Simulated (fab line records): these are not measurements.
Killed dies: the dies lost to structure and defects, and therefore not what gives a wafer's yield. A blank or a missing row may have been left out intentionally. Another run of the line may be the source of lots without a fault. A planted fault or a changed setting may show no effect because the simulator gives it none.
One fault through the eyes of 2 desks || flow berkeley_cmos170 || every desk sees just its own numbers, and what lay behind them comes last

== THE METROLOGY DESK ==
Lot by lot, what the gauges showed, no matter which tool ran the lot: averages of those sampled wafers that carry a number. Any lot whose mean is over 4 standard deviations away from the usual mean is out of limits and marked OUT; that distance is given in the brackets.
Columns: A = CONTACT_OVL at UCB170_CONTACT_OVL_MEAS_16, usual -2 nm
{"lot": "L651", "first seen here": "day 7 16:01", "A": -4}
{"lot": "L652", "first seen here": "day 8 21:41", "A": -1}
{"lot": "L653", "first seen here": "day 9 14:05", "A": 2}
{"lot": "L654", "first seen here": "day 9 14:33", "A": -11}
{"lot": "L655", "first seen here": "day 9 14:47", "A": -1}
{"lot": "L656", "first seen here": "day 9 15:02", "A": -6}
{"lot": "L657", "first seen here": "day 9 17:59", "A": -5}
{"lot": "L658", "first seen here": "day 9 18:01", "A": -2}
{"lot": "L661", "first seen here": "day 10 03:46", "A": "-129 (-27) OUT"}
{"lot": "L662", "first seen here": "day 10 12:25", "A": -2}
{"lot": "L663", "first seen here": "day 10 12:41", "A": "-129 (-27) OUT"}
{"lot": "L664", "first seen here": "day 11 09:41", "A": "-133 (-28) OUT"}
{"lot": "L666", "first seen here": "day 11 19:01", "A": "-128 (-27) OUT"}
{"lot": "L668", "first seen here": "day 11 19:17", "A": -3}
{"lot": "L670", "first seen here": "day 12 13:46", "A": 5}
{"lot": "L674", "first seen here": "day 13 03:04", "A": 4}
This desk finds L661, L663, L664, L666 out of limits, with the earliest case on L661 at day 10 03:46 (CONTACT_OVL at UCB170_CONTACT_OVL_MEAS_16). In limits: L651, L652, L653, L654, L655, L656, L657, L658, L662, L668, L670, L674.

== FOR THE TOOL OWNER'S DESK: krf_scanner-01 ==
The tool's own readings at UCB170_CONTACT_EXPOSE_12 (exposes mask CONT, target cd 700 nm): means of the sampled wafers that have a number, for each lot that ran on this tool. Any lot whose mean is over 4 standard deviations away from the usual mean is out of limits and marked OUT; that distance is given in the brackets.
Columns: A = reticle_temp_C at UCB170_CONTACT_EXPOSE_12, usual 23.01 C
{"lot": "L652", "first seen here": "day 8 21:10", "A": 23.07}
{"lot": "L653", "first seen here": "day 9 13:34", "A": 23.07}
{"lot": "L655", "first seen here": "day 9 14:17", "A": 23.09}
{"lot": "L658", "first seen here": "day 9 17:27", "A": 22.98}
{"lot": "L661", "first seen here": "day 10 02:37", "A": 23.09}
{"lot": "L663", "first seen here": "day 10 12:07", "A": 23.09}
{"lot": "L664", "first seen here": "day 11 08:31", "A": 23.03}
{"lot": "L666", "first seen here": "day 11 18:23", "A": 23.06}
This desk found nothing out of limits on any of the 8 lots.

== ALL TOGETHER ==
L661, L663, L664, L666 would have let the metrology desk raise an alarm at day 10 03:46.
The tool owner's desk saw nothing out of limits.
The tool owner's desk has L661, L663, L664, L666 on record, within its limits.
On krf_scanner-01, each named lot ran UCB170_CONTACT_EXPOSE_12.

== WHAT WAS PUT IN BY THE SIMULATOR ==
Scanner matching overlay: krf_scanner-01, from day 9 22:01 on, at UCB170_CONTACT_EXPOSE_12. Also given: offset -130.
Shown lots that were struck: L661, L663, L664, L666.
Hours from the fault's start to each desk's first reading out of limits: the metrology desk, 6.
